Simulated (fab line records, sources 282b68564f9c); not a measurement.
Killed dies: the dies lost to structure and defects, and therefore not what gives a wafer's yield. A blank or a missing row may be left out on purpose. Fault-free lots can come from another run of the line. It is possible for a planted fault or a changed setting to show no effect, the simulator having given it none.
The tool behind it: which one? / flow rit_cmos / 14 lots, 42 wafers sampled, at 1 step of a route of 202

## WHAT THE GAUGES SHOWED, per wafer
The record lacks any reading of a measuring or inspecting step that a usual standard deviation could be used to judge.

## WHAT TOOL EACH LOT RAN ON (gives the tool, then ch and the chambers of the sampled wafers, and finally the start)
lot=L676; RIT_SILICIDE_RTA_06=rtp_anneal-02 ch 0, day 3 07:04
lot=L677; RIT_SILICIDE_RTA_06=rtp_anneal-01 ch 0, day 3 12:14
lot=L678; RIT_SILICIDE_RTA_06=rtp_anneal-02 ch 0, day 3 18:50
lot=L679; RIT_SILICIDE_RTA_06=rtp_anneal-01 ch 0, day 3 22:23
lot=L684; RIT_SILICIDE_RTA_06=rtp_anneal-02, day 5 02:52
lot=L685; RIT_SILICIDE_RTA_06=rtp_anneal-01, day 5 07:51
lot=L690; RIT_SILICIDE_RTA_06=rtp_anneal-02 ch 0, day 6 05:59
lot=L691; RIT_SILICIDE_RTA_06=rtp_anneal-01 ch 0, day 6 12:09
lot=L692; RIT_SILICIDE_RTA_06=rtp_anneal-02 ch 0, day 6 16:16
lot=L693; RIT_SILICIDE_RTA_06=rtp_anneal-01 ch 0, day 6 23:13
lot=L694; RIT_SILICIDE_RTA_06=rtp_anneal-02 ch 0, day 7 02:35
lot=L695; RIT_SILICIDE_RTA_06=rtp_anneal-01 ch 0, day 7 07:12
lot=L696; RIT_SILICIDE_RTA_06=rtp_anneal-02 ch 0, day 7 11:36
lot=L698; RIT_SILICIDE_RTA_06=rtp_anneal-02 ch 0, day 8 03:46
- RIT_SILICIDE_RTA_06: time 10 s, ramp up 5 s, ramp down 10 s.

## AS READ BY THE TOOLS THEMSELVES (means over the sampled wafers that have a number; for cases with no such wafer, the mark the record gives instead)
RIT_SILICIDE_RTA_06.
lot=L676 tool=rtp_anneal-02 anneal_temp_c_max=755.2 chamber_o2_ppm=1.999 wafer_temp_C_max=753.3
lot=L677 tool=rtp_anneal-01 anneal_temp_c_max=754.0 chamber_o2_ppm=2.010 wafer_temp_C_max=753.6
lot=L678 tool=rtp_anneal-02 anneal_temp_c_max=754.7 chamber_o2_ppm=1.997 wafer_temp_C_max=754.1
lot=L679 tool=rtp_anneal-01 anneal_temp_c_max=753.7 chamber_o2_ppm=2.025 wafer_temp_C_max=754.1
lot=L684 tool=rtp_anneal-02 anneal_temp_c_max=- chamber_o2_ppm=- wafer_temp_C_max=-
lot=L685 tool=rtp_anneal-01 anneal_temp_c_max=- chamber_o2_ppm=- wafer_temp_C_max=-
lot=L690 tool=rtp_anneal-02 anneal_temp_c_max=754.4 chamber_o2_ppm=1.985 wafer_temp_C_max=753.2
lot=L691 tool=rtp_anneal-01 anneal_temp_c_max=754.1 chamber_o2_ppm=2.013 wafer_temp_C_max=754.3
lot=L692 tool=rtp_anneal-02 anneal_temp_c_max=754.5 chamber_o2_ppm=2.021 wafer_temp_C_max=753.4
lot=L693 tool=rtp_anneal-01 anneal_temp_c_max=755.5 chamber_o2_ppm=2.001 wafer_temp_C_max=753.9
lot=L694 tool=rtp_anneal-02 anneal_temp_c_max=756.1 chamber_o2_ppm=2.004 wafer_temp_C_max=753.3
lot=L695 tool=rtp_anneal-01 anneal_temp_c_max=754.2 chamber_o2_ppm=2.007 wafer_temp_C_max=753.5
lot=L696 tool=rtp_anneal-02 anneal_temp_c_max=754.5 chamber_o2_ppm=2.000 wafer_temp_C_max=752.9
lot=L698 tool=rtp_anneal-02 anneal_temp_c_max=754.3 chamber_o2_ppm=2.008 wafer_temp_C_max=753.7

## THE ANSWER, worked out from the rows above alone
Rule: the lots themselves supply what counts as usual. Put in order of their means at a reading, lots are off if they are a third of the lots or fewer, leave a main group of 4 or more, and stand apart from it by a gap of 3 or more times the standard deviation of the main group's means; of several such gaps the widest counts. Not used: any main group whose means are identical at the precision the tables above print for the reading. Also off: a lot with no number at a reading for which 4 or more lots have one. Any other lot the step has rows for is counted as sound. First the gauges in route order, then the tools' own readings, where a lot's mean is used as printed above. The first step at which some lot is off is used, and at that step the reading that is off furthest; a lot without a number counts as furthest.
Off, at RIT_SILICIDE_RTA_06 on anneal_temp_c_max: L684, L685. Without a number there: L684, L685. Mean 754.6 and standard deviation 0.66 in the main group.
If a tool, at that step or one of the process steps before it, ran each lot that is off and ran no sound lot following the first of them, it fits. Not one of the candidates tried fits.

## WHAT THE SIMULATOR HAD PUT IN
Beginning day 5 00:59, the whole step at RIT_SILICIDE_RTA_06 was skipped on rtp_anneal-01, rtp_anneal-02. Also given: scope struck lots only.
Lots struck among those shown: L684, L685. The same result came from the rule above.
